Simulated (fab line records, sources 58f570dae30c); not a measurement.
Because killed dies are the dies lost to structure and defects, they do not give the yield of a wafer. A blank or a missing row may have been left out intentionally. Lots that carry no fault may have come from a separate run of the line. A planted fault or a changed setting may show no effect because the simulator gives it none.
8D (eight disciplines) problem report, filled in by code | flow berkeleyCmos170 | the parts of the form that need people (team, actions taken, sign-off) are left out

1. WHAT WENT WRONG
Wafers free of any fault read 1031.0 ohm/sq (standard deviation 2.5) for PLDD_RS at UCB170_SDANNEAL_RS_MEAS_04, against a mean of 968.2 ohm/sq on 6 wafers of 2 lots. Relative to the usual mean, that is a shift of -25 standard deviations.
The step: measures by four-point-probe.
The first sign was on wafer L709.2 at day 7 13:48, on filmMetro-04. The record holds 42 wafers of 14 lots with a number at this step. Rule for "out", or "out of limits": more than 4 standard deviations from the usual mean. All remaining wafers that have a number are taken as sound.

2. WHAT THIS IS AND IS NOT
question                    | is                     | is not
which readings at this step | PLDD_RS                | -
which lots                  | L709, L716             | L706, L707, L708, L710, L711, L712, L718, L720, L722, L723, L726, L727
which wafers of those lots  | all that have a number | -
read on which gauges        | filmMetro-04           | filmMetro-02, filmMetro-03
when                        | from day 7 13:48       | up to then (12 sound wafers); but 24 sound wafers of L710, L712, L718, L720, L722, L723, L726, L727 came after

3. THE SUSPECTS, EACH WITH WHAT RULES IT OUT
Counting: any tool at a process step up to the reading is kept as a suspect provided that every lot that is out went through it and no sound lot did after the first of them.
- the gauge at UCB170_SDANNEAL_RS_MEAS_04: ruled out. All the wafers that are out were read on filmMetro-04, but those of them that UCB170_PLDD_IMPLANT_08 has rows for are out there too, on other tools.
- implanter-04 at UCB170_PLDD_IMPLANT_08: ruled out as a lasting fault. Sound lots L727 ran on it after its first lot that is out, L709 (day 7 01:38).
Left after counting: nothing in the record.

4. THE CAUSE (what the simulator had put in)
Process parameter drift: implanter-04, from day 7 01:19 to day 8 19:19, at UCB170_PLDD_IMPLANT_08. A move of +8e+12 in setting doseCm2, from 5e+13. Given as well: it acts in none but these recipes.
Counting ruled it out, wrongly: the rule takes a fault to strike every lot that its tool runs from its start on, and this one did not.

5. SEQUENCE OF EFFECTS, ordered by route
One row per reading whose mean, taken over the struck wafers that have a number, lies over 3 standard deviations from the usual. Scope: only readings with a usual standard deviation given in the record; hours: median across lots of the time from each lot's start at the first step in this table that gives one to its start at this step; sigmas: change in usual standard deviations.
hours | step                       | reading          | usual         | on struck wafers | change     | sigmas
0     | UCB170_PLDD_IMPLANT_08     | doseIonsCm2      | 5.001e+13     | 5.800e+13        | +7.990e+12 | +99 or more
0     | UCB170_PLDD_IMPLANT_08     | faradayCurrentUA | 158.8         | 185.5            | +26.7      | +8.9
13    | UCB170_SDANNEAL_RS_MEAS_04 | PLDD_RS          | 1031.0 ohm/sq | 968.2            | -62.8      | -25
Its process steps:
- UCB170_PLDD_IMPLANT_08

6. WHAT WOULD HAVE CAUGHT IT SOONER
In this record the first reading out of limits at a measuring or inspecting step was taken at day 7 13:48, 12 hours after the fault began at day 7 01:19.
Tool's own readings at UCB170_PLDD_IMPLANT_08, doseIonsCm2, faradayCurrentUA: out on all struck wafers the step has rows for; an alarm limit on them would have tripped on the first.
